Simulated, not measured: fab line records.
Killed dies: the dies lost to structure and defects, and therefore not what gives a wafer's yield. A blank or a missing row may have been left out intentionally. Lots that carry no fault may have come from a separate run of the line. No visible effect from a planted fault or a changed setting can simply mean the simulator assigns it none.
Which tool was responsible? / flow rit_cmos / 14 lots with 42 wafers sampled at 2 steps, on a route of 202 steps

== WHAT EACH GAUGE READ, for each wafer ==
RIT_ACTIVE_THK_MEAS_04. Usual: ACTIVE_NITRIDE_THK gives 149.3 nm (standard deviation 1.6).
lot=L983; measured=day 1 13:32; on=film_metro-03; ACTIVE_NITRIDE_THK (nm)=151.4 152.3 152.2; flag=
lot=L984; measured=day 1 20:02; on=film_metro-03; ACTIVE_NITRIDE_THK (nm)=151.0 150.9 151.1; flag=
lot=L985; measured=day 2 00:10; on=film_metro-03; ACTIVE_NITRIDE_THK (nm)=147.6 148.0 147.5; flag=
lot=L986; measured=day 2 04:57; on=film_metro-01; ACTIVE_NITRIDE_THK (nm)=148.9 148.6 149.1; flag=
lot=L987; measured=day 2 10:32; on=film_metro-01; ACTIVE_NITRIDE_THK (nm)=150.2 151.7 150.4; flag=
lot=L988; measured=day 2 14:32; on=film_metro-01; ACTIVE_NITRIDE_THK (nm)=150.8 152.0 151.9; flag=
lot=L991; measured=day 3 05:44; on=film_metro-02; ACTIVE_NITRIDE_THK (nm)=150.5 151.9 151.1; flag=
lot=L992; measured=day 3 11:16; on=film_metro-02; ACTIVE_NITRIDE_THK (nm)=148.1 149.2 150.0; flag=
lot=L993; measured=day 3 16:20; on=film_metro-03; ACTIVE_NITRIDE_THK (nm)=147.3 148.2 148.4; flag=
lot=L994; measured=day 3 20:40; on=film_metro-03; ACTIVE_NITRIDE_THK (nm)=249.8 249.3 249.0 249.9 249.5 249.2; flag=OFF
lot=L995; measured=day 4 02:31; on=film_metro-01; ACTIVE_NITRIDE_THK (nm)=251.4 252.1 251.7 251.5 252.2 251.4; flag=OFF
lot=L996; measured=day 4 08:44; on=film_metro-01; ACTIVE_NITRIDE_THK (nm)=148.9 149.3 149.3; flag=
lot=L997; measured=day 4 12:04; on=film_metro-03; ACTIVE_NITRIDE_THK (nm)=150.0 149.1 148.0; flag=
lot=L103; measured=day 5 17:48; on=film_metro-03; ACTIVE_NITRIDE_THK (nm)=147.7 148.2 148.5; flag=

== TOOL THAT RAN EACH LOT (tool first, then ch and the chambers of the sampled wafers, then the start) ==
lot=L983; RIT_ACTIVE_CVD_03=lpcvd-02 ch 0, day 1 12:07
lot=L984; RIT_ACTIVE_CVD_03=lpcvd-01 ch 1, day 1 18:36
lot=L985; RIT_ACTIVE_CVD_03=lpcvd-02 ch 1, day 1 22:44
lot=L986; RIT_ACTIVE_CVD_03=lpcvd-02 ch 1, day 2 03:31
lot=L987; RIT_ACTIVE_CVD_03=lpcvd-01 ch 0, day 2 09:05
lot=L988; RIT_ACTIVE_CVD_03=lpcvd-01 ch 1, day 2 13:07
lot=L991; RIT_ACTIVE_CVD_03=lpcvd-01 ch 0, day 3 04:19
lot=L992; RIT_ACTIVE_CVD_03=lpcvd-02 ch 1, day 3 09:50
lot=L993; RIT_ACTIVE_CVD_03=lpcvd-01 ch 1, day 3 14:53
lot=L994; RIT_ACTIVE_CVD_03=lpcvd-01 ch 0, day 3 19:14
lot=L995; RIT_ACTIVE_CVD_03=lpcvd-01 ch 0, day 4 01:05
lot=L996; RIT_ACTIVE_CVD_03=lpcvd-02 ch 0, day 4 07:19
lot=L997; RIT_ACTIVE_CVD_03=lpcvd-02 ch 1, day 4 10:38
lot=L103; RIT_ACTIVE_CVD_03=lpcvd-02 ch 0, day 5 16:22
- RIT_ACTIVE_CVD_03: deposits Si3N4 from SiH2Cl2/NH3, target thk 150 nm, time 1500 s.

== AS READ BY THE TOOLS THEMSELVES (means over the sampled wafers that have a number; for cases with no such wafer, the mark the record gives instead) ==
RIT_ACTIVE_CVD_03. Usual: spike_tc_centre_C 812.5 C, standard deviation 1.7; spike_tc_load_C 833.5 C, standard deviation 1.4; spike_tc_source_C 831.7 C, standard deviation 2.8; susceptor_temp_C 810.1 C, standard deviation 0.39; zone_power_load_pct 21.5 %, standard deviation 1.8.
lot=L983; tool=lpcvd-02; spike_tc_centre_C (C)=811.5; spike_tc_load_C (C)=834.7; spike_tc_source_C (C)=833.9; susceptor_temp_C (C)=810.4; zone_power_load_pct (%)=20.7; flag=
lot=L984; tool=lpcvd-01; spike_tc_centre_C (C)=813.7; spike_tc_load_C (C)=832.7; spike_tc_source_C (C)=833.6; susceptor_temp_C (C)=809.5; zone_power_load_pct (%)=22.6; flag=
lot=L985; tool=lpcvd-02; spike_tc_centre_C (C)=811.5; spike_tc_load_C (C)=832.9; spike_tc_source_C (C)=826.7; susceptor_temp_C (C)=810.3; zone_power_load_pct (%)=18.9; flag=
lot=L986; tool=lpcvd-02; spike_tc_centre_C (C)=811.9; spike_tc_load_C (C)=832.6; spike_tc_source_C (C)=827.5; susceptor_temp_C (C)=810.3; zone_power_load_pct (%)=19.1; flag=
lot=L987; tool=lpcvd-01; spike_tc_centre_C (C)=813.9; spike_tc_load_C (C)=833.5; spike_tc_source_C (C)=832.4; susceptor_temp_C (C)=809.7; zone_power_load_pct (%)=24.2; flag=
lot=L988; tool=lpcvd-01; spike_tc_centre_C (C)=814.1; spike_tc_load_C (C)=832.6; spike_tc_source_C (C)=833.9; susceptor_temp_C (C)=810.0; zone_power_load_pct (%)=22.3; flag=
lot=L991; tool=lpcvd-01; spike_tc_centre_C (C)=814.2; spike_tc_load_C (C)=833.8; spike_tc_source_C (C)=833.0; susceptor_temp_C (C)=810.5; zone_power_load_pct (%)=24.0; flag=
lot=L992; tool=lpcvd-02; spike_tc_centre_C (C)=812.4; spike_tc_load_C (C)=831.2; spike_tc_source_C (C)=826.8; susceptor_temp_C (C)=810.0; zone_power_load_pct (%)=19.1; flag=
lot=L993; tool=lpcvd-01; spike_tc_centre_C (C)=814.0; spike_tc_load_C (C)=832.9; spike_tc_source_C (C)=832.9; susceptor_temp_C (C)=809.7; zone_power_load_pct (%)=22.2; flag=
lot=L994; tool=lpcvd-01; spike_tc_centre_C (C)=878.9; spike_tc_load_C (C)=895.8; spike_tc_source_C (C)=896.1; susceptor_temp_C (C)=873.8; zone_power_load_pct (%)=28.8; flag=OFF
lot=L995; tool=lpcvd-01; spike_tc_centre_C (C)=878.0; spike_tc_load_C (C)=896.8; spike_tc_source_C (C)=896.5; susceptor_temp_C (C)=874.2; zone_power_load_pct (%)=28.7; flag=OFF
lot=L996; tool=lpcvd-02; spike_tc_centre_C (C)=810.6; spike_tc_load_C (C)=834.9; spike_tc_source_C (C)=832.9; susceptor_temp_C (C)=809.8; zone_power_load_pct (%)=20.9; flag=
lot=L997; tool=lpcvd-02; spike_tc_centre_C (C)=812.1; spike_tc_load_C (C)=834.5; spike_tc_source_C (C)=828.0; susceptor_temp_C (C)=810.0; zone_power_load_pct (%)=19.0; flag=
lot=L103; tool=lpcvd-02; spike_tc_centre_C (C)=811.4; spike_tc_load_C (C)=835.2; spike_tc_source_C (C)=833.2; susceptor_temp_C (C)=810.4; zone_power_load_pct (%)=21.0; flag=

== THE ANSWER, worked out from the rows above alone ==
Rule: lot off if the mean of its wafers having a number is beyond 3 standard deviations from the usual mean. Also off: a lot with no number at a reading for which 4 or more lots have one. The other lots that the step has rows for count as sound. The gauges are gone through in route order, then the tools' own readings, and for those a lot's mean is taken as printed above. At the first step where some lot is off, the reading lying furthest off is the one used; lots without a number count as furthest.
Off: at RIT_ACTIVE_THK_MEAS_04 (ACTIVE_NITRIDE_THK), L994, L995.
If a tool, at a process step before that reading, ran all the lots that are off and no sound lot after the first of them, it fits. The gauges at RIT_ACTIVE_THK_MEAS_04 aren't tried: what is off there is off at RIT_ACTIVE_CVD_03 too, on other tools, and a gauge's error can't cause that. One candidate fits, namely lpcvd-01 at RIT_ACTIVE_CVD_03. Its last sound lot is L993 (day 3 14:53), its first lot that is off L994 (day 3 19:14): a fault that began between those two fits.
The tool's own readings at RIT_ACTIVE_CVD_03 bear it out: on the lots that are off they differ by more than 5 times the standard deviation of the sound lots' means. spike_tc_centre_C reads 878.5 C there against 812.6 C on the sound lots; spike_tc_load_C reads 896.3 C there against 833.5 C on the sound lots; spike_tc_source_C reads 896.3 C there against 831.2 C on the sound lots; susceptor_temp_C reads 874.0 C there against 810.0 C on the sound lots.

== WHAT THE SIMULATOR HAD PUT IN ==
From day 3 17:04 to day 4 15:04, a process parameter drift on lpcvd-01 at RIT_ACTIVE_CVD_03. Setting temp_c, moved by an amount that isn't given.
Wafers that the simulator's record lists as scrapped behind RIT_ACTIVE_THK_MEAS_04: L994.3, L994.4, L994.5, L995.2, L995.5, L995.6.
Shown lots that were struck: L994, L995. Same finding as the rule above.
